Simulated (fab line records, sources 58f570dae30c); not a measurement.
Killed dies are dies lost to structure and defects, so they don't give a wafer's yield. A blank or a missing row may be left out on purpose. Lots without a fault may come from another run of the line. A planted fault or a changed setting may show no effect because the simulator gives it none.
Split-lot experiment | flow berkeley_cmos170 | 5 lots, 23 wafers read, on a route of 331 steps

THE SPLIT
At UCB170_SPACER_CVD_00 (deposits SiO2 from TEOS/O2, target thk 376 nm, time 47 s), the setting time_s was moved away from the recipe's 47 s on 8 of the 23 wafers read, by -15.0% to -7.6%. The other wafers ran this setting at the recipe's value.

FROM THE SPLIT TO THE READING: what the file shows between them, 2 steps
- UCB170_SPACER_THK_MEAS_01
- UCB170_SPACER_ANNEAL_02: time 1800 s

THE READING
oes_product_au, in a.u., at UCB170_SPACER_ETCHBACK_03 (etches SiO2 in CHF3/CF4/Ar, stops on Si, target depth 376 nm, time 100 s). Fault-free wafers of this fab line usually give 0.902 a.u., standard deviation 0.013 a.u..

wafer  | tool, chamber at the split | time_s as run, s | against the recipe | oes_product_au, a.u. | against lot-mates on the recipe
L074.1 | pecvd-02, 1,2              | 47               | recipe             | 0.923                | -
L074.5 | pecvd-02, 0                | 47               | recipe             | 0.903                | -
L074.6 | pecvd-02, 1,2              | 47               | recipe             | 0.896                | -
L076.1 | pecvd-02, 2                | 47               | recipe             | 0.897                | -
L076.3 | pecvd-02, 1                | 43.41            | -7.6%              | 0.848                | -0.065
L076.4 | pecvd-02, 1                | 47               | recipe             | 0.923                | -
L076.5 | pecvd-02, 0                | 43.41            | -7.6%              | 0.885                | -0.028
L076.6 | pecvd-02, 2                | 47               | recipe             | 0.920                | -
L079.2 | pecvd-02, 0                | 47               | recipe             | 0.932                | -
L079.3 | pecvd-02, 1                | 47               | recipe             | 0.907                | -
L079.4 | pecvd-02, 1                | 47               | recipe             | 0.919                | -
L079.5 | pecvd-02, 2                | 47               | recipe             | 0.908                | -
L079.6 | pecvd-02, 0                | 47               | recipe             | 0.901                | -
L080.1 | pecvd-04, 0                | 39.97            | -15.0%             | 0.789                | -0.102
L080.2 | pecvd-04, 1                | 39.97            | -15.0%             | 0.805                | -0.086
L080.3 | pecvd-04, 2                | 47               | recipe             | 0.884                | -
L080.4 | pecvd-04, 2                | 39.97            | -15.0%             | 0.806                | -0.085
L080.6 | pecvd-04, 0                | 47               | recipe             | 0.897                | -
L083.1 | pecvd-02, 0                | 41.31            | -12.1%             | 0.811                | -0.077
L083.2 | pecvd-02, 1                | 41.31            | -12.1%             | 0.819                | -0.069
L083.3 | pecvd-02, 2                | 47               | recipe             | 0.881                | -
L083.4 | pecvd-02, 0                | 47               | recipe             | 0.895                | -
L083.5 | pecvd-02, 1                | 41.31            | -12.1%             | 0.815                | -0.073
Where a row lists several chambers, the file gives one row for several wafers and doesn't say which wafer went through which chamber.

THE FIT
A straight line over all 23 wafers: oes_product_au changes by +0.00709 a.u. for each +1% of time_s; r = +0.95; the points scatter about the line by 0.015 a.u..
The same after taking each lot's own level away (the mean of its wafers on the recipe; 23 wafers): +0.00605 a.u. for each +1%; r = +0.96; scatter 0.011 a.u..
On that fit, the largest move of time_s shifts the reading by 0.09 a.u..
The lots' own levels span 0.8880 to 0.9134 a.u., that is 2.0 times the standard deviation above.
So the lot-to-lot level changes the slope: the two fits differ.
Check: with one of the wafers moved furthest among these (-15.0%) left out of the fit, the line predicts -0.088 a.u. for it against its lot-mates. It came out at -0.102 a.u. against them.

OTHER SPLITS ON THESE WAFERS
These wafers also went through other splits before the reading. Each is held against what the fit with the lots' levels taken away leaves over:
other split on the same wafers    | wafers away from the commonest value | r with oes_product_au (lot level and that fit taken away)
UCB170_GATE_PEB_10 peb_temp_c     | 12                                   | +0.06
UCB170_NLDD_COAT_01 resist_thk_nm | 8                                    | -0.18
UCB170_NLDD_IMPLANT_09 energy_kev | 7                                    | +0.19

THE WHOLE CHAIN: every reading that the file lists as answering this split, in the file's order
step                      | what it does                                                             | reading                                                                       | change (the file's fit)                   | r (the file's)
UCB170_SPACER_CVD_00      | deposits SiO2 from TEOS/O2, target thk 376 nm, time 47 s                 | SiO2_of_SPACER_CVD_00.thk_nm (the simulator's own value, which no gauge read) | +3.66 nm for each +1% of the setting      | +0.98
UCB170_SPACER_THK_MEAS_01 |                                                                          | SPACER_TEOS_THK                                                               | +3.68 for each +1% of the setting         | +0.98
UCB170_SPACER_ETCHBACK_03 | etches SiO2 in CHF3/CF4/Ar, stops on Si, target depth 376 nm, time 100 s | oes_product_au                                                                | +0.00606 a.u. for each +1% of the setting | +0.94
UCB170_SPACER_ETCHBACK_03 | etches SiO2 in CHF3/CF4/Ar, stops on Si, target depth 376 nm, time 100 s | etch.depth_nm (the simulator's own value, which no gauge read)                | +3.73 nm for each +1% of the setting      | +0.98

THE FILE'S OWN FIT
oes_product_au changes by +0.00606 a.u. for each +1% of time_s, r = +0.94.
